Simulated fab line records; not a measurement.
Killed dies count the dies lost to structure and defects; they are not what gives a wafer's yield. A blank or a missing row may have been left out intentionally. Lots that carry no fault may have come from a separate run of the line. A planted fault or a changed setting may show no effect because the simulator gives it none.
A struck lot beside a sound one	flow rit_cmos	15 out of 202 route steps
Sound: wafers L857.1, L857.3, L857.6. Struck: wafers L862.2, L862.3, L862.4. The cause is named last.
For every step that has rows: the tool of each side, followed by ch and its chambers, followed by its first start. Under that, the readings that differ: sound wafers	struck wafers	difference of the means	sigmas: that difference in standard deviations of wafers without a fault.
alike: words and numbers the same on both sides, and readings whose means are apart by under 2 such deviations; not compared: readings that were withheld, readings missing a value for some wafer, numbers with overlapping values and no deviation given by the record, and bounds like >300 which may hide the same value.
A row with sigmas, a row that says differs or no value, or rows on one side alone: a step with any of these is where the two part. When numbers do not overlap yet have no deviation, they are printed without sigmas and do not part them. A reading that every wafer of one side lacks parts them only if that side has two wafers or more.

RIT_NLDD_TW_MEAS_10:
  sound on film_metro-01, day 5 00:56; struck on film_metro-02, day 5 19:58
  alike: NLDD_TW
then, 6 steps without rows for these wafers: RIT_PLDD_HMDS_00 (prime time 60 s); RIT_PLDD_COAT_01 (resist thk 1000 nm); RIT_PLDD_SOFTBAKE_02 (time 60 s); RIT_PLDD_EXPOSE_03 (exposes mask M8, target cd 40900 nm); RIT_PLDD_PEB_04; RIT_PLDD_DEVELOP_05 (develop time 50 s).
RIT_PLDD_OVL_MEAS_06:
  sound on overlay-02, day 5 01:59; struck on overlay-02, day 5 20:59
  alike: PLDD_OVL
then, 2 steps without rows for these wafers: RIT_PLDD_HARDBAKE_07 (time 60 s); RIT_PLDD_IMPLANT_08.
RIT_PLDD_STRIP_09: strips in O2, time 180 s.
  sound on plasma_asher-01 ch 0,1, day 5 02:19; struck on plasma_asher-01 ch 0,1, day 5 21:19
  alike: drypump_motor_current_A
  not compared: rf_hours_counter_h
RIT_PLDD_TW_MEAS_10:
  sound on film_metro-02, day 5 02:29; struck on film_metro-01, day 5 21:30
  alike: PLDD_TW
RIT_SPACER_CLEAN_00: cleans in SC1, time 600 s.
  sound on wet_bench-04 ch 3, day 5 02:33; struck on wet_bench-04 ch 2, day 5 21:33
reading	sound	struck	difference	sigmas
run_length_s (s)	626 626 626	500 500 500	-126	-33
then, 1 step without rows for these wafers: RIT_SPACER_CLEAN_01 (cleans in dHF, time 30 s).
RIT_M1_PROBE_99:
  sound on prober-02, day 5 16:47; struck on prober-01, day 6 11:27
  alike: killed_at_contacts, killed_at_front_end, killed_dies, killed_open, killed_short

WHERE THEY PART
RIT_SPACER_CLEAN_00 only, going by this record. Later steps at which nothing parts them and some readings are alike: RIT_M1_PROBE_99.

WHY: what the simulator had put in
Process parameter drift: wet_bench-04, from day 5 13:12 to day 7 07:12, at RIT_SPACER_CLEAN_00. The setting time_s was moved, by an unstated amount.
